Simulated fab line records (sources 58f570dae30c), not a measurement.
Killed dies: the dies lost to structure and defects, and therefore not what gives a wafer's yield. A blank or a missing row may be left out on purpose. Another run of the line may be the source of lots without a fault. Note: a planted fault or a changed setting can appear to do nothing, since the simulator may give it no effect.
Comparing a struck lot with a sound one | flow berkeley_cmos170 | 13 steps out of a route of 331
Sound: wafers L491.1, L491.2, L491.3. Wafers L503.2, L503.3, L503.4 were the ones struck. The cause is given at the end.
Order at every step that has rows: each side's tool, ch and its chambers, its first start. Under that, the readings that differ: sound wafers | struck wafers | difference of the means | sigmas: that difference in standard deviations of wafers without a fault.
alike: words and numbers the same on both sides, and readings whose means are apart by under 2 such deviations; not compared: readings that were withheld, readings missing a value for some wafer, numbers with overlapping values and no deviation given by the record, and bounds like >300 which may hide the same value.
The two part at a step that has a row with sigmas, a row that says differs or no value, or rows on one side only. Numbers that have no deviation but don't overlap get no sigmas and don't part them. Lack of a reading on every wafer of one side parts them only where that side has two or more wafers.

UCB170_NSD_CD_MEAS_06: target cd 1200 nm.
  struck on cd_sem-02, day 9 14:02; sound on cd_sem-01, day 7 00:46
  reading    | sound                | struck               | difference | sigmas
  cd_nm (nm) | 1202.9 1201.5 1199.8 | 1197.0 1197.9 1197.7 | -3.9       | -3
UCB170_NSD_OVL_MEAS_07:
  struck on overlay-01, day 9 14:09; sound on overlay-01, day 7 00:53
  alike: NSD_OVL
after that, 1 step had no rows for these wafers: UCB170_NSD_IMPLANT_08.
UCB170_NSD_STRIP_09: strips in O2.
  sound on plasma_asher-04 ch 0,1, day 7 01:04; struck on plasma_asher-01 ch 0,1, day 9 14:20
  alike: drypump_motor_current_A, oes_product_au, strip_time_to_endpoint_s
  not compared: rf_hours_counter_h
UCB170_NSD_TW_MEAS_10:
  struck on film_metro-04, day 9 14:26; sound on film_metro-02, day 7 01:10
  alike: NSD_TW
then, 4 steps without rows for these wafers: UCB170_NSD_CLEAN_11 (cleans in SPM, time 600 s); UCB170_BACKSIDE_HMDS_00 (prime time 60 s); UCB170_BACKSIDE_COAT_01 (resist thk 900 nm); UCB170_BACKSIDE_SOFTBAKE_02 (time 60 s).
UCB170_BACKSIDE_STRIP_03: strips in O2.
  sound on plasma_asher-04 ch 0,1, day 7 02:26; struck on plasma_asher-04 ch 0,1, day 9 15:50
  alike: drypump_motor_current_A, oes_product_au, strip_time_to_endpoint_s
  not compared: rf_hours_counter_h
then, 1 step without rows for these wafers: UCB170_BACKSIDE_CLEAN_04 (cleans in SPM, time 600 s).
UCB170_SDANNEAL_RTA_00: time 10 s.
  sound on rtp_anneal-01 ch 0, day 7 02:44; struck on rtp_anneal-01 ch 0, day 9 16:09
  alike: anneal_temp_c_max, chamber_o2_ppm, lamp_power_pct, wafer_temp_C_max
UCB170_SDANNEAL_RTA_01: time 5 s.
  struck on rtp_anneal-01, day 9 16:13; sound on rtp_anneal-01 ch 0, day 7 02:48
  no value came back on the struck wafers for anneal_temp_c_max, chamber_o2_ppm, lamp_power_pct (%), wafer_temp_C_max; on the sound wafers anneal_temp_c_max reads 1054.5 1055.8 1054.9

## WHERE THEY PART
Last at UCB170_SDANNEAL_RTA_01 as far as this record goes, first at UCB170_NSD_CD_MEAS_06.

WHY: what had been put in by the simulator
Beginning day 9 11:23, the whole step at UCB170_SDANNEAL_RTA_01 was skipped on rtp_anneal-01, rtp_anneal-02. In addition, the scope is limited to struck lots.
